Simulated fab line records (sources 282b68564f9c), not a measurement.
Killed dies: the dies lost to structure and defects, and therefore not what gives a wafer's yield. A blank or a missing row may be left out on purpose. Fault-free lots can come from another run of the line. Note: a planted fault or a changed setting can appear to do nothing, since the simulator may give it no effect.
Problem report in the 8D (eight disciplines) form, filled by code | flow rit-cmos | the parts of the form that need people (team, actions taken, sign-off) are left out

1. THE PROBLEM
At RIT_PWELL_SOFTBAKE_02, heater-power-total-W averages 38.48 W over 9 wafers from 3 lots, while fault-free wafers read 34.56 W, standard deviation 0.044. Relative to the usual mean, that is a shift of +89 standard deviations.
The step: time 60 s.
First seen on wafer L672.1, day 4 15:54, on litho-track-02. The record has a number at this step for 45 wafers belonging to 15 lots. By rule, "out" or "out of limits" means more than 4 standard deviations away from the usual mean. Any other wafer with a number is counted as sound.

2. WHAT IT IS, WHAT IT ISN'T
question                    | is                                 | is not
which readings at this step | heater-power-total-W, plate-temp-C | -
which lots                  | L672, L673, L674                   | L660, L661, L662, L663, L664, L665, L666, L668, L670, L671, L680, L682
which wafers of those lots  | all that have a number             | -
read on which tools         | litho-track-02                     | litho-track-03, litho-track-04
when                        | from day 4 15:54                   | up to then (30 sound wafers); but 6 sound wafers of L680, L682 came after

3. THE SUSPECTS, EACH WITH WHAT RULES IT OUT
Counting: a tool stays on the suspect list if, at a process step up to the reading, it processed all lots that are out and no sound lot following the first of them.
- litho-track-02 at RIT_PWELL_SOFTBAKE_02 (time 60 s): kept. It processed each lot that is out, first L672 at day 4 15:54, and no sound lot thereafter; up to then, the last sound lot it processed was L670 at day 4 05:43. On those wafers its own readings are out: heater-power-total-W, plate-temp-C.
Left after counting: litho-track-02 at RIT_PWELL_SOFTBAKE_02.

4. THE CAUSE (what the simulator had put in)
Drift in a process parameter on litho-track-02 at RIT_PWELL_SOFTBAKE_02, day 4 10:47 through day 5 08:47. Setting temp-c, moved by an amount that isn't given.
Counting left only this tool.

5. THE EFFECT CHAIN, in route order
Each row: a reading where the mean over the struck wafers with a number is more than 3 standard deviations away from the usual. Readings are gone through only where the record gives a usual standard deviation; hours: the median, over the lots, of the time from a lot's start at the first step in this table giving one to that lot's start at this step; sigmas: the change measured in usual standard deviations.
hours | step                  | reading              | usual   | on struck wafers | change | sigmas
0     | RIT_PWELL_SOFTBAKE_02 | heater-power-total-W | 34.56 W | 38.48            | +3.92  | +89
0     | RIT_PWELL_SOFTBAKE_02 | plate-temp-C         | 89.95 C | 97.14            | +7.19  | +55
It contains these process steps:
- RIT_PWELL_SOFTBAKE_02: time 60 s.

6. WHAT WOULD HAVE CAUGHT IT SOONER
In this record no reading fell out of limits until day 4 15:54, 5 hours after the fault had begun at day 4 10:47.
